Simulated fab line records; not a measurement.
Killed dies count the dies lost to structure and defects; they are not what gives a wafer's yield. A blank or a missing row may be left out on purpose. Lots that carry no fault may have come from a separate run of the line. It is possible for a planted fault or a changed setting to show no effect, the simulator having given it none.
Split-lot trial    flow rit_cmos    on a route of 202 steps: 5 lots, 23 wafers read

## ON THE SPLIT
At RIT_ACTIVE_CVD_03 (deposits Si3N4 from SiH2Cl2/NH3, target thk 150 nm, time 1500 s), the setting sih2cl2_flow_sccm was moved away from the recipe's 60 sccm on 20 of the 23 wafers read, by -11.4% to +14.3%. This setting was run at the recipe's value on the other wafers.

Split to reading: the file shows no intervening step.

## THE READING
Values of ACTIVE_NITRIDE_THK in nm from RIT_ACTIVE_THK_MEAS_04. Fault-free wafers of this fab line usually give 150.5 nm, standard deviation 1.4 nm.

wafer   tool, chamber at the split  sih2cl2_flow_sccm as run, sccm  against the recipe  ACTIVE_NITRIDE_THK, nm  against lot-mates on the recipe
L074.1  -, -                        55.07                           -8.2%               148.1                   no lot-mate on the recipe
L074.2  -, -                        55.07                           -8.2%               147.2                   no lot-mate on the recipe
L074.3  -, -                        55.07                           -8.2%               146.6                   no lot-mate on the recipe
L074.4  -, -                        55.07                           -8.2%               146.5                   no lot-mate on the recipe
L074.6  -, -                        55.07                           -8.2%               146.0                   no lot-mate on the recipe
L078.1  -, -                        53.16                           -11.4%              145.9                   no lot-mate on the recipe
L078.2  -, -                        53.16                           -11.4%              144.5                   no lot-mate on the recipe
L078.4  -, -                        53.16                           -11.4%              145.4                   no lot-mate on the recipe
L078.5  -, -                        53.16                           -11.4%              145.9                   no lot-mate on the recipe
L078.6  -, -                        53.16                           -11.4%              145.3                   no lot-mate on the recipe
L081.2  lpcvd-01, 0                 60                              recipe              148.3                   -
L081.3  lpcvd-01, 0                 60                              recipe              147.7                   -
L081.6  lpcvd-01, 0                 60                              recipe              148.2                   -
L082.1  -, -                        64.41                           +7.3%               151.7                   no lot-mate on the recipe
L082.3  -, -                        64.41                           +7.3%               152.0                   no lot-mate on the recipe
L082.4  -, -                        64.41                           +7.3%               152.3                   no lot-mate on the recipe
L082.5  -, -                        64.41                           +7.3%               153.2                   no lot-mate on the recipe
L082.6  -, -                        64.41                           +7.3%               153.0                   no lot-mate on the recipe
L085.1  -, -                        68.6                            +14.3%              155.6                   no lot-mate on the recipe
L085.2  -, -                        68.6                            +14.3%              155.4                   no lot-mate on the recipe
L085.4  -, -                        68.6                            +14.3%              155.7                   no lot-mate on the recipe
L085.5  -, -                        68.6                            +14.3%              156.7                   no lot-mate on the recipe
L085.6  -, -                        68.6                            +14.3%              154.8                   no lot-mate on the recipe

THE FIT
A straight line over all 23 wafers: ACTIVE_NITRIDE_THK changes by +0.389 nm for each +1% of sih2cl2_flow_sccm; r = +0.98; the points scatter about the line by 0.9 nm.
Too few moved wafers with a lot-mate on the recipe to fit a line net of each lot's own level.

## THE WHOLE CHAIN: every reading that the file lists as answering this split, in the file's order
step                    what it does                                                     reading                                                                         change (the file's fit)                r (the file's)
RIT_ACTIVE_CVD_03       deposits Si3N4 from SiH2Cl2/NH3, target thk 150 nm, time 1500 s  Si3N4_of_ACTIVE_CVD_03.thk_nm (the simulator's own value, which no gauge read)  +0.39 nm for each +1% of the setting   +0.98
RIT_ACTIVE_THK_MEAS_04                                                                   ACTIVE_NITRIDE_THK                                                              +0.389 for each +1% of the setting     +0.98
RIT_FOX1_OXIDATION_00   target thk 350.7 nm, ox time 1130 s                              Si3N4_of_ACTIVE_CVD_03.thk_nm (the simulator's own value, which no gauge read)  +0.402 nm for each +1% of the setting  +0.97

## THE FILE'S OWN FIT
ACTIVE_NITRIDE_THK changes by +0.389 nm for each +1% of sih2cl2_flow_sccm, r = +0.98.
